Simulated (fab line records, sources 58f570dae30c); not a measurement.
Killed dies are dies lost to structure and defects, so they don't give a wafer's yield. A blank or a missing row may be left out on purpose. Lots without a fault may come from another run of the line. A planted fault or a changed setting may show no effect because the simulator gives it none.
Which tool did it? | flow berkeley_cmos170 | 7 lots, 21 wafers sampled, at 2 steps of a route of 331

WHAT THE GAUGES READ, wafer by wafer
UCB170_SILICIDE_RS_MEAS_02: measures by four-point-probe.
lot  | measured     | on            | SILICIDE_TI_RS (ohm/sq)
L420 | day 8 18:52  | film_metro-02 | 26.30 26.36 26.58
L423 | day 8 19:42  | film_metro-02 | 26.38 26.35 26.30
L426 | day 10 00:39 | film_metro-01 | 26.54 26.25 26.23
L428 | day 10 11:04 | film_metro-03 | 26.15 26.00 26.07
L431 | day 10 23:16 | film_metro-03 | 26.20 25.96 26.36
L436 | day 12 12:28 | film_metro-03 | 39.97 38.89 39.31
L442 | day 13 15:10 | film_metro-03 | 25.67 26.16 25.47

WHICH TOOL RAN EACH LOT (tool, then ch and the chambers of the sampled wafers, then the start)
lot  | UCB170_SILICIDE_SPUTTER_01
L420 | pvd_sputter-01, day 8 18:49
L423 | pvd_sputter-01, day 8 19:39
L426 | pvd_sputter-04, day 10 00:37
L428 | pvd_sputter-04, day 10 11:02
L431 | pvd_sputter-02, day 10 23:13
L436 | pvd_sputter-04, day 12 12:25
L442 | pvd_sputter-01, day 13 15:08
- UCB170_SILICIDE_SPUTTER_01: material Ti, target thk 30 nm, time 25 s.

THE ANSWER, worked out from the rows above alone
Rule: what is usual is taken from the lots themselves. Put in order of their means at a reading, lots are off if they are a third of the lots or fewer, leave a main group of 4 or more, and stand apart from it by a gap of 3 or more times the standard deviation of the main group's means; of several such gaps the widest counts. A main group whose means are all the same, to the digits that the tables above print for the reading, isn't used. A lot without any number at a reading at which 4 lots or more have one is off too. The other lots that the step has rows for count as sound.
Off: L436, at UCB170_SILICIDE_RS_MEAS_02 (SILICIDE_TI_RS). The main group: mean 26.18 ohm/sq, standard deviation 0.22.
A tool fits if, at a process step before that reading, it ran every lot that is off, and no sound lot after the first of them. The gauges at UCB170_SILICIDE_RS_MEAS_02 are tried like those tools. One fits: pvd_sputter-04 at UCB170_SILICIDE_SPUTTER_01. Its last sound lot is L428 (day 10 11:02), its first lot that is off L436 (day 12 12:25): a fault that began between those two fits.

WHAT THE SIMULATOR HAD PUT IN
Process parameter drift: pvd_sputter-04, from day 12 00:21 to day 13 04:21, at UCB170_SILICIDE_SPUTTER_01. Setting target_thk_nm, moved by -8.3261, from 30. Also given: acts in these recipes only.
Lots struck among those shown: L436. The rule above found the same.
